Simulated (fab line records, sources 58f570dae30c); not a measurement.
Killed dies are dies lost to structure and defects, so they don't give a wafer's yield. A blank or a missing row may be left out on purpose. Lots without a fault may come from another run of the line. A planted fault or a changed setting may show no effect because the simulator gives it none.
fab line records | flow berkeley_cmos170
record lots=7 wafers=21 last_day=12
route steps=331 shown PVT@123 GATE@125 FIELD@126
lots that met no fault: from a run of the same line without faults
start_h: hours from the record's first day to the start of the lot's first wafer shown | wait_h: hours since the lot's step before | " the same as in the row above | L1.1+2: a row that stands for several wafers | - no value, or no start given | * or withheld: withheld | < > ~ a bound
route shown NAME@n: a module of which the file shows steps, and the number in the route of the first | usual: mean/standard deviation of fault-free wafers | same: alike in all rows | chamber/n: place in a boat | sites: the reading at each site | _std_site: their standard deviation | _edge_site: outer sites' mean less inner sites' | radius_mm: how far each site lies from the wafer's centre | mask NAME#n: copy n | behind: the tool/chamber that last shaped the wafer | hold: why the lot was held/for how many hours/how that ended | device: the transistor (n, p or np) that didn't switch | end of line: the same wafers' tests at the end of the route | a step without rows: its recipe alone | killed: dies lost to structure and defects at the first sort, not the wafer's yield | map: a wafer's dies, x killed, . not, _ none there
set.NAME: the setting as run; set.NAME@STEP: as run at that earlier step | model.NAME: the simulator's own value behind a step, which no gauge read
lots at some steps of the route; a table a step, a row a wafer
services: from which hour (start_h, from the record's first day; less than 0 if before it) a tool's chamber was out of use, for how many hours, and why
## steps
# step UCB170_PVT_STRIP_08
# recipe chemistry=O2 power_w=400 pressure_mtorr=3500 platen_temp_c=withheld o2_flow_sccm=400 overash_fraction=0.5
# usual drypump_motor_current_A=6.0/0.38 oes_product_au=0.734/0.0049 strip_time_to_endpoint_s=21.62/0.072
# columns lot.wafer tool chamber start_h wait_h drypump_motor_current_A oes_product_au rf_hours_counter_h strip_time_to_endpoint_s
L617.2 plasma_asher-03 1 167.24 0.1 6.8 0.739 36 21.51
L617.5 " 1 " " 6.7 0.742 - 21.45
L617.6 " 0 " " 5.9 0.719 - 21.44
L621.2 plasma_asher-03 0 198.02 0.1 5.9 0.733 39 21.43
L621.3 " 0 " " 5.9 0.735 - 21.49
L621.4 " 1 " " 6.7 0.733 - 21.52
L624.2 plasma_asher-04 0 214.03 0.1 5.8 0.737 54 21.64
L624.3 " 0 " " 5.8 0.730 - 21.67
L624.4 " 1 " " 5.8 0.730 - 21.59
L626.3 plasma_asher-01 0 214.30 0.1 6.2 0.733 - 21.64
L626.4 " 1 " " 5.7 0.730 - 21.70
L626.5 " 1 " " 5.7 0.737 - 21.73
L629.3 plasma_asher-01 1 226.49 0.1 5.6 0.737 - 21.69
L629.5 " 0 " " 6.2 0.726 - 21.65
L629.6 " 1 " " 5.7 0.738 - 21.63
L632.2 plasma_asher-01 0 236.90 0.1 6.2 0.734 13 21.67
L632.3 " 0 " " 6.3 0.738 - 21.63
L632.6 " 1 " " 5.7 0.732 - 21.68
L633.1 plasma_asher-04 0 237.11 0.1 5.8 0.740 56 21.57
L633.3 " 1 " " 5.7 0.736 - 21.58
L633.4 " 0 " " 5.8 0.730 - 21.63
# step UCB170_PVT_TW_MEAS_09
# usual PVT_TW=504/3.9
# columns lot.wafer tool chamber start_h wait_h PVT_TW
L617.2 film_metro-01 - 167.35 0.1 499
L617.5 " - " " 499
L617.6 " - " " 498
L621.2 film_metro-04 - 198.13 0.1 504
L621.3 " - " " 507
L621.4 " - " " 506
L624.2 film_metro-04 - 214.14 0.1 506
L624.3 " - " " 506
L624.4 " - " " 508
L626.3 film_metro-03 - 214.39 0.1 503
L626.4 " - " " 505
L626.5 " - " " 504
L629.3 film_metro-01 - 226.57 0.1 499
L629.5 " - " " 500
L629.6 " - " " 497
L632.2 film_metro-03 - 237.01 0.1 507
L632.3 " - " " 506
L632.6 " - " " 506
L633.1 film_metro-03 - 237.21 0.1 507
L633.3 " - " " 505
L633.4 " - " " 508
# step UCB170_GATE_WET_ETCH_00
# recipe chemistry=dHF dilution=25:1 target=SiO2 temp_c=25 time_s=200
# step UCB170_FIELD_THK_MEAS_91
# recipe reads=SiO2_of_FIELD_OXIDATION_01
# usual FIELD_OXIDE_LEFT_2_THK=354/9.4
# columns lot.wafer tool chamber start_h wait_h FIELD_OXIDE_LEFT_2_THK[nm]
L617.2 film_metro-03 - 167.48 0.0 367
L617.5 " - " " 364
L617.6 " - " " 361
L621.2 film_metro-03 - 198.26 0.0 354
L621.3 " - " " 351
L621.4 " - " " 355
L624.2 film_metro-03 - 214.26 0.0 351
L624.3 " - " " 345
L624.4 " - " " 346
L626.3 film_metro-01 - 214.51 0.0 366
L626.4 " - " " 360
L626.5 " - " " 366
L629.3 film_metro-04 - 226.70 0.0 365
L629.5 " - " " 373
L629.6 " - " " 367
L632.2 film_metro-01 - 237.13 0.0 331
L632.3 " - " " 336
L632.6 " - " " 333
L633.1 film_metro-04 - 237.33 0.0 357
L633.3 " - " " 356
L633.4 " - " " 362
# step UCB170_GATE_OXIDATION_01
# recipe temp_c=850 ambient=O2 target_thk_a=66 ox_time_s=1800
# step UCB170_GATE_THK_MEAS_02
# recipe reads=SiO2_of_GATE_OXIDATION_01
# usual GATE_OXIDE_THK=6.64/0.13
# columns lot.wafer tool chamber start_h wait_h GATE_OXIDE_THK[nm]
L617.2 film_metro-03 - 176.41 0.0 6.42
L617.5 " - " " 6.40
L617.6 " - " " 6.42
L621.2 film_metro-04 - 204.91 0.0 6.69
L621.3 " - " " 6.61
L621.4 " - " " 6.68
L624.2 film_metro-03 - 218.71 0.0 6.76
L624.3 " - " " 6.83
L624.4 " - " " 6.80
L626.3 film_metro-04 - 218.72 0.0 6.58
L626.4 " - " " 6.57
L626.5 " - " " 6.62
L629.3 film_metro-02 - 231.06 0.1 6.72
L629.5 " - " " 6.76
L629.6 " - " " 6.73
L633.1 film_metro-02 - 246.05 0.0 6.47
L633.3 " - " " 6.49
L633.4 " - " " 6.53
L632.2 film_metro-03 - 246.06 0.0 6.71
L632.3 " - " " 6.71
L632.6 " - " " 6.69
# step UCB170_GATE_ANNEAL_03
# recipe temp_c=900 time_s=1800 ambient=N2
# step UCB170_GATE_CVD_04
# recipe material=poly-Si temp_c=610 precursor=SiH4 time_s=1440 pressure_mtorr=375 target_thk_nm=214 sih4_flow_sccm=120
# step UCB170_GATE_THK_MEAS_05
# recipe reads=poly-Si_of_GATE_CVD_04
# usual GATE_POLY_THK=213.4/2.2
# columns lot.wafer tool chamber start_h wait_h GATE_POLY_THK[nm]
L617.2 film_metro-04 - 184.34 0.0 209.0
L617.5 " - " " 209.6
L617.6 " - " " 207.8
L621.2 film_metro-03 - 212.10 0.1 215.1
L621.3 " - " " 214.8
L621.4 " - " " 213.3
L624.2 film_metro-02 - 225.71 0.0 213.9
L624.3 " - " " 215.3
L624.4 " - " " 214.7
L626.3 film_metro-03 - 225.72 0.0 212.7
L626.4 " - " " 213.9
L626.5 " - " " 213.6
L629.3 film_metro-02 - 239.44 0.1 213.9
L629.5 " - " " 213.7
L629.6 " - " " 213.6
L632.2 film_metro-04 - 254.69 0.0 214.0
L632.3 " - " " 211.9
L632.6 " - " " 213.1
L633.1 film_metro-02 - 254.74 0.1 211.6
L633.3 " - " " 212.7
L633.4 " - " " 214.1
# step UCB170_GATE_COAT_06
# recipe resist=BARC temp_c=withheld time_s=withheld spin_rpm=3000 resist_thk_nm=withheld
# step UCB170_GATE_COAT_07
# recipe resist=KrF spin_rpm=1500 resist_thk_nm=900
# step UCB170_GATE_SOFTBAKE_08
# recipe resist=KrF temp_c=130 time_s=60
# step UCB170_GATE_EXPOSE_09
# recipe mask_id=POLY target_cd_nm=350 na=0.5 sigma_outer=0.6 source_shape=conventional dose_mj=21
# usual exposure_dose_mJ_cm2=20.999/0.022 focus_offset_nm=0.1/0.56 na=0.5/0 sigma_outer=0.6/0
# columns lot.wafer tool chamber start_h wait_h mask exposure_dose_mJ_cm2 focus_offset_nm na sigma_outer
L617.2 krf_scanner-01 0 184.86 - POLY#0 21.021 -0.4 0.5 0.6
L617.5 " 0 " " POLY#0 21.037 0.4 0.5 0.6
L617.6 " 0 " " POLY#0 21.033 -0.6 0.5 0.6
L621.2 krf_scanner-01 - 212.92 - POLY#0 - - - -
L621.3 " - " " POLY#0 - - - -
L621.4 " - " " POLY#0 - - - -
L624.2 krf_scanner-01 - 226.56 - POLY#0 - - - -
L624.3 " - " " POLY#0 - - - -
L624.4 " - " " POLY#0 - - - -
L626.3 krf_scanner-02 - 226.96 - POLY#0 - - - -
L626.4 " - " " POLY#0 - - - -
L626.5 " - " " POLY#0 - - - -
L629.3 krf_scanner-02 0 240.72 - POLY#0 20.953 -0.3 0.5 0.6
L629.5 " 0 " " POLY#0 20.999 -0.5 0.5 0.6
L629.6 " 0 " " POLY#0 20.981 -0.4 0.5 0.6
L632.2 krf_scanner-02 0 255.33 - POLY#0 20.983 0.5 0.5 0.6
L632.3 " 0 " " POLY#0 20.972 0.7 0.5 0.6
L632.6 " 0 " " POLY#0 20.996 0.9 0.5 0.6
L633.1 krf_scanner-02 0 255.88 - POLY#0 21.002 -1.0 0.5 0.6
L633.3 " 0 " " POLY#0 21.052 0.8 0.5 0.6
L633.4 " 0 " " POLY#0 20.957 0.4 0.5 0.6
# step UCB170_GATE_PEB_10
# recipe peb_temp_c=130 peb_time_s=withheld resist=KrF
## services
# columns tool chamber start_h hours kind
krf_scanner-01 - 157.55 0.8 pm
plasma_asher-03 - 200.49 3.8 repair
plasma_asher-01 - 206.34 3.1 repair
krf_scanner-02 - 230.82 1.3 pm
krf_scanner-01 - 232.29 1.3 pm
## key
first_sign step=UCB170_GATE_EXPOSE_09 reading=tool_record direction=missing
effect none on later readings
met_at UCB170_GATE_EXPOSE_09
struck_wafers L621.2,L621.3,L621.4,L624.2,L624.3,L624.4,L626.3,L626.4,L626.5
later_rows_left_out L621.2,L621.3,L621.4,L624.2,L624.3,L624.4,L626.3,L626.4,L626.5
sort_left_out L621.2,L621.3,L621.4,L624.2,L624.3,L624.4,L626.3,L626.4,L626.5
tester_left_out L621,L624,L626
onset_between 184.86 212.92
fault kind=skipped_step_whole tool=krf_scanner-01,krf_scanner-02 chamber=- onset_h=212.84 steps=UCB170_GATE_EXPOSE_09 scope=struck_lots_only
# tester_left_out: of these lots the tester's yield and bins aren't shown, on N5 and GAA mostly nor the transistor test; their killed dies are dies lost to structure and defects alone, not to doping, threshold or leakage, so they don't give the yield
# sort_left_out: the simulated sort isn't trusted on such a fault, so these wafers' sort isn't shown, and their yield isn't known
# later_rows_left_out: the simulator's readings of these wafers behind a module that went badly wrong aren't trusted and aren't shown, but for the sort
